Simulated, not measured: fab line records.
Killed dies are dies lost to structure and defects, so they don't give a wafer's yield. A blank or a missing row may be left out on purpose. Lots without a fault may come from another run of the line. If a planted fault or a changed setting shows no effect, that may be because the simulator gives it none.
A struck lot beside a sound one ; flow berkeley-cmos170 ; 16 steps out of a route of 331
Sound: the wafers L674.2, L674.4, L674.6. Struck: wafer L683.4. (L683.2, L683.6 of the same lot were not struck and are left out.) The cause comes at the end.
At each step with rows: each side's tool, then ch and its chambers, then its first start. Under that, the readings that differ: sound wafers ; struck wafers ; difference of the means ; sigmas: that difference in standard deviations of wafers without a fault.
alike: same words and numbers on both sides, and readings whose means sit less than 2 such deviations apart. not compared: any withheld reading, any reading some wafer has no value for, any bound like >300 that may hide the same value, and any number with overlapping values for which the record gives no deviation.
The two part at a step that has a row with sigmas, a row that says differs or no value, or rows on one side only. Numbers that don't overlap but have no deviation are shown without sigmas and don't part them. A reading missing from all wafers of one side parts the sides only when that side holds two or more wafers.

first, 6 steps without rows for these wafers: UCB170_M2_COAT_09; UCB170_M2_COAT_10 (resist thk 900 nm); UCB170_M2_SOFTBAKE_11 (time 60 s); UCB170_M2_EXPOSE_12 (exposes mask METAL2, target cd 700 nm); UCB170_M2_PEB_13; UCB170_M2_DEVELOP_14 (develop time 45 s).
UCB170_M2_CD_MEAS_15: the cd target is 700 nm.
  struck on cd-sem-01, day 13 04:26; sound on cd-sem-01, day 10 18:20
  alike: cd-nm
UCB170_M2_OVL_MEAS_16:
  struck on overlay-02, day 13 04:33; sound on overlay-02, day 10 18:26
  alike: M2_OVL
UCB170_M2_ETCH_17: etches BARC in N2/H2.
  sound on rie-diel-02 ch 1,2,3, day 10 18:28; struck on rie-diel-02 ch 2, day 13 04:35
  alike: chamber-pressure-mTorr, drypump-motor-current-A, oes-product-au, throttle-valve-pct
UCB170_M2_METAL_ETCH_18: etches Al in Cl2/BCl3, stops on SiO2, target depth 1170 nm, time 195 s.
  sound on rie-metal-01 ch 0, day 10 18:35; struck on rie-metal-02 ch 1, day 13 04:37
  alike: chamber-pressure-mTorr, drypump-motor-current-A, oes-product-au, throttle-valve-pct
  not compared: rf-hours-counter-h
UCB170_M2_STRIP_19: strips in O2.
  sound on plasma-asher-01 ch 0,1, day 10 18:53; struck on plasma-asher-02 ch 1, day 13 04:49
  alike: chamber-pressure-mTorr, drypump-motor-current-A, oes-product-au
  not compared: rf-hours-counter-h
UCB170_M2_CD_MEAS_90: the cd target is 700 nm.
  struck on cd-sem-01, day 13 04:56; sound on cd-sem-01, day 10 19:07
reading;sound;struck;difference;sigmas
cd-nm (nm);696 695 697;709;+13;+3
UCB170_V2_CVD_00: deposits SiO2 from TEOS/O2, target thk 2000 nm, time 250 s.
  sound on pecvd-02 ch 0,1, day 10 19:13; struck on pecvd-02 ch 0, day 13 05:02
reading;sound;struck;difference;sigmas
rf-fwd-power-W (W);549.2 548.4 551.2;767.8;+218.2;+99 or more
model.SiO2_of_V2_CVD_00.thk-nm (nm);2006 1976 2012;2197;+199;
  alike: heater-power-w
  not compared: since-wet-clean-h
UCB170_V2_THK_MEAS_01:
  struck on film-metro-04, day 13 05:11; sound on film-metro-04, day 10 19:22
reading;sound;struck;difference;sigmas
V2_TEOS_THK (nm);2005 1978 2011;2197;+199;+8
UCB170_V2_CMP_02: polishes SiO2.
  sound on cmp-02 ch 0,1, day 10 19:25; struck on cmp-02 ch 0, day 13 05:14
  alike: motor-current-A, slurry-filter-dp-kPa
UCB170_M3_PROBE_99:
  sound wafers here have rows in the record (prober-01, day 11 00:43); struck ones have none

== WHERE THEY PART ==
At UCB170_M2_CD_MEAS_90 first; at UCB170_M3_PROBE_99 last (within this record only).

WHY: what the simulator had put in
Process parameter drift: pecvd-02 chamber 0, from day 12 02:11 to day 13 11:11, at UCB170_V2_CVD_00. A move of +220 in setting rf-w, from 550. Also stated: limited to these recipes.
